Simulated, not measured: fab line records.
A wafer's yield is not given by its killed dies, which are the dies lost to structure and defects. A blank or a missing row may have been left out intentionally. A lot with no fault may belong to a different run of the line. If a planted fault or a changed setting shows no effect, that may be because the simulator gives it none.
fab line records / flow ritCmos
record: lots: 6 wafers: 18 lastDay: 7
route steps=202 shown GATE@83 M1@202
lots that met no fault: taken from a fault-free run of the same line
startH: hours from the record's opening day to when the first of the lot's shown wafers began / waitH: how many hours have passed since the lot's step before this one / " as in the row above / L1.1+2: a single row standing in for several wafers / - no value, or no start given / * or withheld: withheld / < > ~ a bound
route shown NAME@n: NAME is a module with steps in the file, n the number in the route of the first one / usual: the fault-free wafers' mean and standard deviation / same: alike in all rows / chamber/n: place in a boat / sites: the reading at each site / _std_site: the standard deviation of these / _edge_site: inner sites' mean taken away from outer sites' mean / radiusMm: for every site, how far away it sits from the centre of the wafer / mask NAME#n: copy n / behind: tool/chamber where the wafer was last shaped / hold: why the lot was held/for how many hours/how that ended / device: which transistor (n, p or np) failed to switch / end of line: tests of these same wafers at the route's end / step lacking rows: just its recipe / killed: at the first sort, the dies lost to defects and structure; wafer yield is something else / map: per-die view of a wafer (x killed, . not killed, _ where there is no die)
set.NAME: the setting as run; set.NAME@STEP: as run at that earlier step / model.NAME: the simulator's own value behind a step, which no gauge read
lots at selected steps of the route; one table per step, one row per wafer
services: a tool's chamber out of use, with start hour (startH, from the record's first day; less than 0 if before it), hours out, and reason
== steps ==
step: RIT_GATE_THK_MEAS_07
recipe: reads: SiO2_of_GATE_OXIDATION_05
usual: GATE_OXIDE_THK: 3.01/0.071
lot.wafer=L430.2 tool=filmMetro-04 chamber=- startH=45.14 waitH=0.0 GATE_OXIDE_THK[nm]=2.94
lot.wafer=L430.4 tool=filmMetro-04 chamber=- startH=45.14 waitH=0.0 GATE_OXIDE_THK[nm]=3.04
lot.wafer=L430.6 tool=filmMetro-04 chamber=- startH=45.14 waitH=0.0 GATE_OXIDE_THK[nm]=2.95
lot.wafer=L432.1 tool=filmMetro-02 chamber=- startH=54.65 waitH=0.0 GATE_OXIDE_THK[nm]=3.00
lot.wafer=L432.3 tool=filmMetro-02 chamber=- startH=54.65 waitH=0.0 GATE_OXIDE_THK[nm]=3.00
lot.wafer=L432.4 tool=filmMetro-02 chamber=- startH=54.65 waitH=0.0 GATE_OXIDE_THK[nm]=2.96
lot.wafer=L433.2 tool=filmMetro-04 chamber=- startH=58.76 waitH=0.0 GATE_OXIDE_THK[nm]=3.03
lot.wafer=L433.3 tool=filmMetro-04 chamber=- startH=58.76 waitH=0.0 GATE_OXIDE_THK[nm]=3.16
lot.wafer=L433.5 tool=filmMetro-04 chamber=- startH=58.76 waitH=0.0 GATE_OXIDE_THK[nm]=3.10
lot.wafer=L446.2 tool=filmMetro-04 chamber=- startH=131.63 waitH=0.0 GATE_OXIDE_THK[nm]=3.09
lot.wafer=L446.3 tool=filmMetro-04 chamber=- startH=131.63 waitH=0.0 GATE_OXIDE_THK[nm]=3.08
lot.wafer=L446.6 tool=filmMetro-04 chamber=- startH=131.63 waitH=0.0 GATE_OXIDE_THK[nm]=3.11
lot.wafer=L447.1 tool=filmMetro-04 chamber=- startH=136.18 waitH=0.0 GATE_OXIDE_THK[nm]=2.95
lot.wafer=L447.2 tool=filmMetro-04 chamber=- startH=136.18 waitH=0.0 GATE_OXIDE_THK[nm]=2.96
lot.wafer=L447.4 tool=filmMetro-04 chamber=- startH=136.18 waitH=0.0 GATE_OXIDE_THK[nm]=3.06
lot.wafer=L449.2 tool=filmMetro-02 chamber=- startH=145.27 waitH=0.0 GATE_OXIDE_THK[nm]=3.11
lot.wafer=L449.5 tool=filmMetro-02 chamber=- startH=145.27 waitH=0.0 GATE_OXIDE_THK[nm]=3.03
lot.wafer=L449.6 tool=filmMetro-02 chamber=- startH=145.27 waitH=0.0 GATE_OXIDE_THK[nm]=3.20
step: RIT_GATE_CVD_08
recipe: material: poly-Si targetThkNm: 250 tempC: 610 precursor: SiH4 timeS: 2220 pressureMtorr: 300 sih4FlowSccm: 100
step: RIT_GATE_THK_MEAS_09
recipe: reads: poly-Si_of_GATE_CVD_08
usual: GATE_POLY_THK: 251.3/2.3
lot.wafer=L430.2 tool=filmMetro-03 chamber=- startH=46.82 waitH=0.0 GATE_POLY_THK[nm]=253.5
lot.wafer=L430.4 tool=filmMetro-03 chamber=- startH=46.82 waitH=0.0 GATE_POLY_THK[nm]=252.3
lot.wafer=L430.6 tool=filmMetro-03 chamber=- startH=46.82 waitH=0.0 GATE_POLY_THK[nm]=252.7
lot.wafer=L432.1 tool=filmMetro-04 chamber=- startH=56.32 waitH=0.0 GATE_POLY_THK[nm]=244.8
lot.wafer=L432.3 tool=filmMetro-04 chamber=- startH=56.32 waitH=0.0 GATE_POLY_THK[nm]=246.3
lot.wafer=L432.4 tool=filmMetro-04 chamber=- startH=56.32 waitH=0.0 GATE_POLY_THK[nm]=248.5
lot.wafer=L433.2 tool=filmMetro-04 chamber=- startH=60.44 waitH=0.0 GATE_POLY_THK[nm]=252.0
lot.wafer=L433.3 tool=filmMetro-04 chamber=- startH=60.44 waitH=0.0 GATE_POLY_THK[nm]=252.0
lot.wafer=L433.5 tool=filmMetro-04 chamber=- startH=60.44 waitH=0.0 GATE_POLY_THK[nm]=253.4
lot.wafer=L446.2 tool=filmMetro-04 chamber=- startH=133.30 waitH=0.0 GATE_POLY_THK[nm]=250.6
lot.wafer=L446.3 tool=filmMetro-04 chamber=- startH=133.30 waitH=0.0 GATE_POLY_THK[nm]=249.1
lot.wafer=L446.6 tool=filmMetro-04 chamber=- startH=133.30 waitH=0.0 GATE_POLY_THK[nm]=250.5
lot.wafer=L447.1 tool=filmMetro-04 chamber=- startH=138.70 waitH=0.0 GATE_POLY_THK[nm]=252.7
lot.wafer=L447.2 tool=filmMetro-04 chamber=- startH=138.70 waitH=0.0 GATE_POLY_THK[nm]=252.2
lot.wafer=L447.4 tool=filmMetro-04 chamber=- startH=138.70 waitH=0.0 GATE_POLY_THK[nm]=254.5
lot.wafer=L449.2 tool=filmMetro-02 chamber=- startH=146.95 waitH=0.0 GATE_POLY_THK[nm]=250.8
lot.wafer=L449.5 tool=filmMetro-02 chamber=- startH=146.95 waitH=0.0 GATE_POLY_THK[nm]=248.0
lot.wafer=L449.6 tool=filmMetro-02 chamber=- startH=146.95 waitH=0.0 GATE_POLY_THK[nm]=252.6
step: RIT_GATE_HMDS_10
recipe: primeTimeS: 60 primeTempC: 140
step: RIT_GATE_COAT_11
recipe: resist: NOVOLAK spinRpm: 4250 resistThkNm: 850
step: RIT_GATE_SOFTBAKE_12
recipe: resist: NOVOLAK tempC: 90 timeS: 60
step: RIT_GATE_EXPOSE_13
recipe: maskId: M6 na: 0.6 sourceShape: conventional sigmaOuter: 0.6 targetCdNm: 150 doseMj: 380
step: RIT_GATE_PEB_14
recipe: resist: NOVOLAK tempC: withheld timeS: withheld
step: RIT_GATE_DEVELOP_15
recipe: resist: NOVOLAK developTimeS: 50 devTempC: 23
step: RIT_GATE_CD_MEAS_16
recipe: targetCdNm: 150
usual: cdNm: 150.5/2.5
lot.wafer=L430.2 tool=cdSem-01 chamber=- startH=47.98 waitH=- cdNm=149.7
lot.wafer=L430.4 tool=cdSem-01 chamber=- startH=47.98 waitH=- cdNm=153.1
lot.wafer=L430.6 tool=cdSem-01 chamber=- startH=47.98 waitH=- cdNm=150.7
lot.wafer=L432.1 tool=cdSem-02 chamber=- startH=57.23 waitH=- cdNm=148.7
lot.wafer=L432.3 tool=cdSem-02 chamber=- startH=57.23 waitH=- cdNm=149.9
lot.wafer=L432.4 tool=cdSem-02 chamber=- startH=57.23 waitH=- cdNm=151.2
lot.wafer=L433.2 tool=cdSem-02 chamber=- startH=61.54 waitH=- cdNm=151.7
lot.wafer=L433.3 tool=cdSem-02 chamber=- startH=61.54 waitH=- cdNm=151.7
lot.wafer=L433.5 tool=cdSem-02 chamber=- startH=61.54 waitH=- cdNm=152.7
lot.wafer=L446.2 tool=cdSem-01 chamber=- startH=134.22 waitH=- cdNm=152.9
lot.wafer=L446.3 tool=cdSem-01 chamber=- startH=134.22 waitH=- cdNm=152.6
lot.wafer=L446.6 tool=cdSem-01 chamber=- startH=134.22 waitH=- cdNm=153.4
lot.wafer=L447.1 tool=cdSem-01 chamber=- startH=140.05 waitH=- cdNm=153.0
lot.wafer=L447.2 tool=cdSem-01 chamber=- startH=140.05 waitH=- cdNm=155.0
lot.wafer=L447.4 tool=cdSem-01 chamber=- startH=140.05 waitH=- cdNm=153.5
lot.wafer=L449.2 tool=cdSem-02 chamber=- startH=147.87 waitH=- cdNm=150.1
lot.wafer=L449.5 tool=cdSem-02 chamber=- startH=147.87 waitH=- cdNm=152.7
lot.wafer=L449.6 tool=cdSem-02 chamber=- startH=147.87 waitH=- cdNm=151.7
step: RIT_GATE_OVL_MEAS_17
usual: GATE_OVL: 0.0/1.4
lot.wafer=L430.2 tool=overlay-01 chamber=- startH=48.08 waitH=0.1 GATE_OVL[nm]=-0.7
lot.wafer=L430.4 tool=overlay-01 chamber=- startH=48.08 waitH=0.1 GATE_OVL[nm]=-1.2
lot.wafer=L430.6 tool=overlay-01 chamber=- startH=48.08 waitH=0.1 GATE_OVL[nm]=0.2
lot.wafer=L432.1 tool=overlay-02 chamber=- startH=57.35 waitH=0.1 GATE_OVL[nm]=0.6
lot.wafer=L432.3 tool=overlay-02 chamber=- startH=57.35 waitH=0.1 GATE_OVL[nm]=1.4
lot.wafer=L432.4 tool=overlay-02 chamber=- startH=57.35 waitH=0.1 GATE_OVL[nm]=1.2
lot.wafer=L433.2 tool=overlay-02 chamber=- startH=61.65 waitH=0.1 GATE_OVL[nm]=-1.4
lot.wafer=L433.3 tool=overlay-02 chamber=- startH=61.65 waitH=0.1 GATE_OVL[nm]=-3.0
lot.wafer=L433.5 tool=overlay-02 chamber=- startH=61.65 waitH=0.1 GATE_OVL[nm]=-1.3
lot.wafer=L446.2 tool=overlay-01 chamber=- startH=134.33 waitH=0.1 GATE_OVL[nm]=2.3
lot.wafer=L446.3 tool=overlay-01 chamber=- startH=134.33 waitH=0.1 GATE_OVL[nm]=1.4
lot.wafer=L446.6 tool=overlay-01 chamber=- startH=134.33 waitH=0.1 GATE_OVL[nm]=3.7
lot.wafer=L447.1 tool=overlay-01 chamber=- startH=140.17 waitH=0.1 GATE_OVL[nm]=-2.4
lot.wafer=L447.2 tool=overlay-01 chamber=- startH=140.17 waitH=0.1 GATE_OVL[nm]=-2.5
lot.wafer=L447.4 tool=overlay-01 chamber=- startH=140.17 waitH=0.1 GATE_OVL[nm]=-1.3
lot.wafer=L449.2 tool=overlay-01 chamber=- startH=147.97 waitH=0.1 GATE_OVL[nm]=-1.3
lot.wafer=L449.5 tool=overlay-01 chamber=- startH=147.97 waitH=0.1 GATE_OVL[nm]=-1.9
lot.wafer=L449.6 tool=overlay-01 chamber=- startH=147.97 waitH=0.1 GATE_OVL[nm]=-2.1
step: RIT_GATE_HARDBAKE_18
recipe: resist: NOVOLAK tempC: 140 timeS: 60
step: RIT_GATE_ETCH_19
recipe: chemistry: SF6/CHF3/O2 timeS: 165 SF6_flow_sccm: 30 CHF3_flow_sccm: 30 O2_flow_sccm: 5 target: poly-Si pressureMtorr: 40 rfW: 160 targetDepthA: 3125 overEtchFrac: 0.25 stopOn: SiO2
usual: drypumpMotorCurrentA: 5.7/0.48 oesProductAu: 0.849/0.015 throttleValvePct: 10.26/0.16
lot.wafer=L430.2 tool=rieSi-02 chamber=3 startH=48.26 waitH=0.1 drypumpMotorCurrentA=6.6 oesProductAu=0.835 rfHoursCounterH=136 throttleValvePct=10.46 model.NOVOLAK_of_GATE_COAT_11.thkNm=672.9
lot.wafer=L430.4 tool=rieSi-02 chamber=1 startH=48.26 waitH=0.1 drypumpMotorCurrentA=5.3 oesProductAu=0.860 rfHoursCounterH=95 throttleValvePct=10.10 model.NOVOLAK_of_GATE_COAT_11.thkNm=674.4
lot.wafer=L430.6 tool=rieSi-02 chamber=1 startH=48.26 waitH=0.1 drypumpMotorCurrentA=5.4 oesProductAu=0.858 rfHoursCounterH=- throttleValvePct=10.10 model.NOVOLAK_of_GATE_COAT_11.thkNm=673.7
lot.wafer=L432.1 tool=rieSi-02 chamber=0 startH=57.54 waitH=0.1 drypumpMotorCurrentA=6.0 oesProductAu=0.844 rfHoursCounterH=161 throttleValvePct=10.24 model.NOVOLAK_of_GATE_COAT_11.thkNm=670.6
lot.wafer=L432.3 tool=rieSi-02 chamber=1 startH=57.54 waitH=0.1 drypumpMotorCurrentA=5.3 oesProductAu=0.850 rfHoursCounterH=95 throttleValvePct=10.09 model.NOVOLAK_of_GATE_COAT_11.thkNm=668.3
lot.wafer=L432.4 tool=rieSi-02 chamber=3 startH=57.54 waitH=0.1 drypumpMotorCurrentA=6.6 oesProductAu=0.829 rfHoursCounterH=136 throttleValvePct=10.46 model.NOVOLAK_of_GATE_COAT_11.thkNm=665.5
lot.wafer=L433.2 tool=rieSi-01 chamber=1 startH=61.83 waitH=0.1 drypumpMotorCurrentA=5.3 oesProductAu=0.858 rfHoursCounterH=59 throttleValvePct=10.14 model.NOVOLAK_of_GATE_COAT_11.thkNm=670.1
lot.wafer=L433.3 tool=rieSi-01 chamber=0 startH=61.83 waitH=0.1 drypumpMotorCurrentA=5.0 oesProductAu=0.833 rfHoursCounterH=27 throttleValvePct=10.04 model.NOVOLAK_of_GATE_COAT_11.thkNm=670.1
lot.wafer=L433.5 tool=rieSi-01 chamber=1 startH=61.83 waitH=0.1 drypumpMotorCurrentA=5.3 oesProductAu=0.858 rfHoursCounterH=- throttleValvePct=10.13 model.NOVOLAK_of_GATE_COAT_11.thkNm=671.4
lot.wafer=L446.2 tool=rieSi-02 chamber=3 startH=134.51 waitH=0.1 drypumpMotorCurrentA=6.6 oesProductAu=0.832 rfHoursCounterH=137 throttleValvePct=10.46 model.NOVOLAK_of_GATE_COAT_11.thkNm=669
lot.wafer=L446.3 tool=rieSi-02 chamber=0 startH=134.51 waitH=0.1 drypumpMotorCurrentA=6.0 oesProductAu=0.844 rfHoursCounterH=0 throttleValvePct=10.25 model.NOVOLAK_of_GATE_COAT_11.thkNm=668.7
lot.wafer=L446.6 tool=rieSi-02 chamber=1 startH=134.51 waitH=0.1 drypumpMotorCurrentA=5.3 oesProductAu=0.851 rfHoursCounterH=- throttleValvePct=10.11 model.NOVOLAK_of_GATE_COAT_11.thkNm=671.3
lot.wafer=L447.1 tool=rieSi-01 chamber=1 startH=140.36 waitH=0.1 drypumpMotorCurrentA=5.3 oesProductAu=0.940 rfHoursCounterH=60 throttleValvePct=10.15 model.NOVOLAK_of_GATE_COAT_11.thkNm=680.5
lot.wafer=L447.2 tool=rieSi-01 chamber=2 startH=140.36 waitH=0.1 drypumpMotorCurrentA=6.0 oesProductAu=0.866 rfHoursCounterH=37 throttleValvePct=10.25 model.NOVOLAK_of_GATE_COAT_11.thkNm=669.7
lot.wafer=L447.4 tool=rieSi-01 chamber=3 startH=140.36 waitH=0.1 drypumpMotorCurrentA=5.9 oesProductAu=0.868 rfHoursCounterH=1 throttleValvePct=10.41 model.NOVOLAK_of_GATE_COAT_11.thkNm=671.8
lot.wafer=L449.2 tool=rieSi-01 chamber=3 startH=148.15 waitH=0.1 drypumpMotorCurrentA=5.9 oesProductAu=0.857 rfHoursCounterH=1 throttleValvePct=10.39 model.NOVOLAK_of_GATE_COAT_11.thkNm=672.4
lot.wafer=L449.5 tool=rieSi-01 chamber=2 startH=148.15 waitH=0.1 drypumpMotorCurrentA=6.0 oesProductAu=0.866 rfHoursCounterH=- throttleValvePct=10.24 model.NOVOLAK_of_GATE_COAT_11.thkNm=674.2
lot.wafer=L449.6 tool=rieSi-01 chamber=1 startH=148.15 waitH=0.1 drypumpMotorCurrentA=5.3 oesProductAu=0.936 rfHoursCounterH=- throttleValvePct=10.14 model.NOVOLAK_of_GATE_COAT_11.thkNm=681.1
step: RIT_GATE_STRIP_20
recipe: chemistry: O2 timeS: 180 resist: NOVOLAK platenTempC: withheld powerW: 500 pressureMtorr: 4000 o2FlowSccm: 4000
usual: drypumpMotorCurrentA: 5.5/0.64 o2FlowSccm: 3999/11
lot.wafer=L430.2 tool=plasmaAsher-01 chamber=0 startH=48.37 waitH=0.1 drypumpMotorCurrentA=5.2 o2FlowSccm=3992 rfHoursCounterH=26
lot.wafer=L430.4 tool=plasmaAsher-01 chamber=0 startH=48.37 waitH=0.1 drypumpMotorCurrentA=5.2 o2FlowSccm=3990 rfHoursCounterH=-
lot.wafer=L430.6 tool=plasmaAsher-01 chamber=0 startH=48.37 waitH=0.1 drypumpMotorCurrentA=5.2 o2FlowSccm=3995 rfHoursCounterH=-
lot.wafer=L432.1 tool=plasmaAsher-02 chamber=0 startH=57.65 waitH=0.1 drypumpMotorCurrentA=5.3 o2FlowSccm=3997 rfHoursCounterH=41
lot.wafer=L432.3 tool=plasmaAsher-02 chamber=1 startH=57.65 waitH=0.1 drypumpMotorCurrentA=6.1 o2FlowSccm=3998 rfHoursCounterH=-
lot.wafer=L432.4 tool=plasmaAsher-02 chamber=0 startH=57.65 waitH=0.1 drypumpMotorCurrentA=5.3 o2FlowSccm=4015 rfHoursCounterH=-
lot.wafer=L433.2 tool=plasmaAsher-04 chamber=0 startH=61.94 waitH=0.1 drypumpMotorCurrentA=5.0 o2FlowSccm=4027 rfHoursCounterH=43
lot.wafer=L433.3 tool=plasmaAsher-04 chamber=1 startH=61.94 waitH=0.1 drypumpMotorCurrentA=6.5 o2FlowSccm=3978 rfHoursCounterH=-
lot.wafer=L433.5 tool=plasmaAsher-04 chamber=0 startH=61.94 waitH=0.1 drypumpMotorCurrentA=5.0 o2FlowSccm=4014 rfHoursCounterH=-
lot.wafer=L446.2 tool=plasmaAsher-04 chamber=1 startH=134.62 waitH=0.1 drypumpMotorCurrentA=6.5 o2FlowSccm=4016 rfHoursCounterH=50
lot.wafer=L446.3 tool=plasmaAsher-04 chamber=1 startH=134.62 waitH=0.1 drypumpMotorCurrentA=6.6 o2FlowSccm=4001 rfHoursCounterH=-
lot.wafer=L446.6 tool=plasmaAsher-04 chamber=1 startH=134.62 waitH=0.1 drypumpMotorCurrentA=6.5 o2FlowSccm=3998 rfHoursCounterH=-
lot.wafer=L447.1 tool=plasmaAsher-04 chamber=0 startH=140.47 waitH=0.1 drypumpMotorCurrentA=5.0 o2FlowSccm=4022 rfHoursCounterH=51
lot.wafer=L447.2 tool=plasmaAsher-04 chamber=1 startH=140.47 waitH=0.1 drypumpMotorCurrentA=6.6 o2FlowSccm=4019 rfHoursCounterH=51
lot.wafer=L447.4 tool=plasmaAsher-04 chamber=1 startH=140.47 waitH=0.1 drypumpMotorCurrentA=6.6 o2FlowSccm=4005 rfHoursCounterH=-
lot.wafer=L449.2 tool=plasmaAsher-02 chamber=0 startH=148.26 waitH=0.1 drypumpMotorCurrentA=5.3 o2FlowSccm=4002 rfHoursCounterH=4
lot.wafer=L449.5 tool=plasmaAsher-02 chamber=0 startH=148.26 waitH=0.1 drypumpMotorCurrentA=5.3 o2FlowSccm=3999 rfHoursCounterH=-
lot.wafer=L449.6 tool=plasmaAsher-02 chamber=1 startH=148.26 waitH=0.1 drypumpMotorCurrentA=6.2 o2FlowSccm=3998 rfHoursCounterH=-
step: RIT_M1_PROBE_99
usual: killedAtFrontEnd: 6.6/2.7 killedDies: 6.6/2.7 killedOpen: 3.3/1.8 killedShort: 3.4/1.9
same: grossDies: 264 killed_at_M0_to_M3: 0 killed_at_M4_up: 0 killedAtBackSide: 0 killedAtContacts: 0 killedAtOther: 0
lot.wafer=L430.2 tool=prober-01 chamber=- startH=68.18 waitH=0.1 killedAtFrontEnd=11 killedDies=11 killedOpen=4 killedShort=7 model.etest.polyCombOverSteps.leakLog10AUm=-12.9
lot.wafer=L430.4 tool=prober-01 chamber=- startH=68.28 waitH=0.2 killedAtFrontEnd=12 killedDies=12 killedOpen=7 killedShort=5 model.etest.polyCombOverSteps.leakLog10AUm=-12.94
lot.wafer=L430.6 tool=prober-01 chamber=- startH=68.38 waitH=0.2 killedAtFrontEnd=6 killedDies=6 killedOpen=3 killedShort=3 model.etest.polyCombOverSteps.leakLog10AUm=-12.78
lot.wafer=L432.1 tool=prober-01 chamber=- startH=78.67 waitH=0.1 killedAtFrontEnd=6 killedDies=6 killedOpen=4 killedShort=2 model.etest.polyCombOverSteps.leakLog10AUm=-12.75
lot.wafer=L432.3 tool=prober-01 chamber=- startH=78.77 waitH=0.2 killedAtFrontEnd=6 killedDies=6 killedOpen=4 killedShort=2 model.etest.polyCombOverSteps.leakLog10AUm=-12.78
lot.wafer=L432.4 tool=prober-01 chamber=- startH=78.82 waitH=0.2 killedAtFrontEnd=5 killedDies=5 killedOpen=2 killedShort=3 model.etest.polyCombOverSteps.leakLog10AUm=-12.7
lot.wafer=L433.2 tool=prober-02 chamber=- startH=82.86 waitH=0.1 killedAtFrontEnd=5 killedDies=5 killedOpen=3 killedShort=2 model.etest.polyCombOverSteps.leakLog10AUm=-12.66
lot.wafer=L433.3 tool=prober-02 chamber=- startH=82.91 waitH=0.2 killedAtFrontEnd=8 killedDies=8 killedOpen=2 killedShort=6 model.etest.polyCombOverSteps.leakLog10AUm=-12.81
lot.wafer=L433.5 tool=prober-02 chamber=- startH=83.01 waitH=0.2 killedAtFrontEnd=10 killedDies=10 killedOpen=4 killedShort=6 model.etest.polyCombOverSteps.leakLog10AUm=-12.6
lot.wafer=L446.2 tool=prober-01 chamber=- startH=155.47 waitH=0.1 killedAtFrontEnd=9 killedDies=9 killedOpen=4 killedShort=5 model.etest.polyCombOverSteps.leakLog10AUm=-12.78
lot.wafer=L446.3 tool=prober-01 chamber=- startH=155.52 waitH=0.2 killedAtFrontEnd=6 killedDies=6 killedOpen=5 killedShort=1 model.etest.polyCombOverSteps.leakLog10AUm=-12.79
lot.wafer=L446.6 tool=prober-01 chamber=- startH=155.67 waitH=0.2 killedAtFrontEnd=1 killedDies=1 killedOpen=1 killedShort=0 model.etest.polyCombOverSteps.leakLog10AUm=-12.68
lot.wafer=L447.1 tool=prober-02 chamber=- startH=160.90 waitH=0.1 killedAtFrontEnd=7 killedDies=7 killedOpen=3 killedShort=4 model.etest.polyCombOverSteps.leakLog10AUm=-6.157
lot.wafer=L447.2 tool=prober-02 chamber=- startH=160.95 waitH=0.1 killedAtFrontEnd=10 killedDies=10 killedOpen=6 killedShort=4 model.etest.polyCombOverSteps.leakLog10AUm=-12.67
lot.wafer=L447.4 tool=prober-02 chamber=- startH=161.05 waitH=0.2 killedAtFrontEnd=11 killedDies=11 killedOpen=6 killedShort=5 model.etest.polyCombOverSteps.leakLog10AUm=-12.49
lot.wafer=L449.2 tool=prober-02 chamber=- startH=168.72 waitH=0.1 killedAtFrontEnd=4 killedDies=4 killedOpen=1 killedShort=3 model.etest.polyCombOverSteps.leakLog10AUm=-12.65
lot.wafer=L449.5 tool=prober-02 chamber=- startH=168.87 waitH=0.2 killedAtFrontEnd=5 killedDies=5 killedOpen=3 killedShort=2 model.etest.polyCombOverSteps.leakLog10AUm=-12.61
lot.wafer=L449.6 tool=prober-02 chamber=- startH=168.92 waitH=0.2 killedAtFrontEnd=5 killedDies=5 killedOpen=3 killedShort=2 model.etest.polyCombOverSteps.leakLog10AUm=-5.612
killed by level:class
L430.2 GATE:geometricParticle:short=6 GATE:geometricParticle:open=3 REOX:geometricParticle:open=1 SILICIDE:geometricParticle:short=1
L430.4 GATE:geometricParticle:open=3 FOX2:geometricParticle:open=2 GATE:geometricParticle:short=2 FOX1:geometricParticle:short=1 FOX2:geometricParticle:short=1 REOX:geometricParticle:open=1 SPACER:geometricParticle:short=1 SPACER:geometricParticle:open=1
L430.6 GATE:geometricParticle:short=2 FOX1:geometricParticle:open=1 GATE:geometricParticle:open=1 REOX:geometricParticle:short=1 SPACER:geometricParticle:open=1
L432.1 FOX1:geometricParticle:short=1 FOX2:geometricParticle:open=1 GATE:geometricParticle:short=1 GATE:geometricParticle:open=1 SPACER:geometricParticle:open=1 SILICIDE:geometricParticle:open=1
L432.3 GATE:geometricParticle:open=4 GATE:geometricParticle:short=2
L432.4 GATE:geometricParticle:short=3 GATE:geometricParticle:open=2
L433.2 REOX:geometricParticle:open=2 SILICIDE:geometricParticle:short=2 GATE:geometricParticle:open=1
L433.3 GATE:geometricParticle:short=4 GATE:geometricParticle:open=2 FOX1:geometricParticle:short=1 FOX2:geometricParticle:short=1
L433.5 GATE:geometricParticle:short=2 REOX:geometricParticle:short=2 REOX:geometricParticle:open=2 FOX1:geometricParticle:short=1 FOX1:geometricParticle:open=1 FOX2:geometricParticle:short=1 SPACER:geometricParticle:open=1
L446.2 GATE:geometricParticle:open=3 SILICIDE:geometricParticle:short=2 FOX1:geometricParticle:open=1 FOX1:geometricParticle:short=1 FOX2:geometricParticle:short=1 GATE:geometricParticle:short=1
L446.3 SILICIDE:geometricParticle:open=3 FOX1:geometricParticle:open=1 GATE:geometricParticle:open=1 SILICIDE:geometricParticle:short=1
L446.6 GATE:geometricParticle:open=1
L447.1 SILICIDE:geometricParticle:open=2 SILICIDE:geometricParticle:short=1 FOX2:geometricParticle:short=1 FOX2:geometricParticle:open=1 GATE:geometricParticle:short=1 REOX:geometricParticle:short=1
L447.2 FOX1:geometricParticle:open=2 FOX2:geometricParticle:short=2 FOX2:geometricParticle:open=1 GATE:geometricParticle:open=1 GATE:geometricParticle:short=1 REOX:geometricParticle:short=1 REOX:geometricParticle:open=1 SILICIDE:geometricParticle:open=1
L447.4 FOX1:geometricParticle:open=2 GATE:geometricParticle:open=2 GATE:geometricParticle:short=2 REOX:geometricParticle:short=2 FOX1:geometricParticle:short=1 REOX:geometricParticle:open=1 SILICIDE:geometricParticle:open=1
L449.2 FOX1:geometricParticle:short=2 FOX2:geometricParticle:short=1 SPACER:geometricParticle:open=1
L449.5 SPACER:geometricParticle:short=2 SPACER:geometricParticle:open=2 FOX2:geometricParticle:open=1
L449.6 FOX1:geometricParticle:short=1 GATE:geometricParticle:open=1 REOX:geometricParticle:open=1 SPACER:geometricParticle:open=1 SILICIDE:geometricParticle:short=1
== services ==
tool=plasmaAsher-04 chamber=- startH=39.45 hours=0.6 kind=repair
tool=rieSi-02 chamber=0 startH=59.15 hours=- kind=clean
tool=rieSi-02 chamber=0 startH=59.15 hours=15.0 kind=scheduledDown
tool=rieSi-02 chamber=0 startH=59.15 hours=15.0 kind=ventCycle
tool=plasmaAsher-01 chamber=- startH=73.99 hours=2.6 kind=repair
tool=rieSi-01 chamber=1 startH=74.11 hours=64.8 kind=repair
tool=plasmaAsher-02 chamber=- startH=108.75 hours=9.0 kind=pm
tool=plasmaAsher-02 chamber=0 startH=108.75 hours=9.0 kind=ventCycle
tool=plasmaAsher-02 chamber=1 startH=108.75 hours=9.0 kind=ventCycle
tool=plasmaAsher-02 chamber=0 startH=117.75 hours=- kind=clean
tool=plasmaAsher-02 chamber=1 startH=117.75 hours=- kind=clean
tool=plasmaAsher-01 chamber=- startH=137.35 hours=4.3 kind=pm
== key ==
firstSign: step: RIT_GATE_ETCH_19 reading: oesProductAu direction: up sigmas: 5.7 usual: 0.849 struck: 0.938
effect none on later readings
modelEffect: step: RIT_GATE_ETCH_19 value: NOVOLAK_of_GATE_COAT_11.thkNm without: 671.4 struck: 680.8
modelEffect: step: RIT_M1_PROBE_99 value: etest.polyCombOverSteps.leakLog10AUm without: -12.68 struck: -5.885
metAt RIT_GATE_ETCH_19
struckWafers L447.1,L449.6
testerLeftOut L447,L449
onsetBetween 61.83 140.36
fault: kind: processParameterDrift tool: rieSi-01 chamber: 1 onsetH: 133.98 steps: RIT_GATE_ETCH_19 channel: targetDepthA offset: -362 shape: step endH: 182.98 stated: 3125
testerLeftOut: of these lots the tester's yield and bins aren't shown, on N5 and GAA mostly nor the transistor test; their killed dies are dies lost to structure and defects alone, not to doping, threshold or leakage, so they don't give the yield
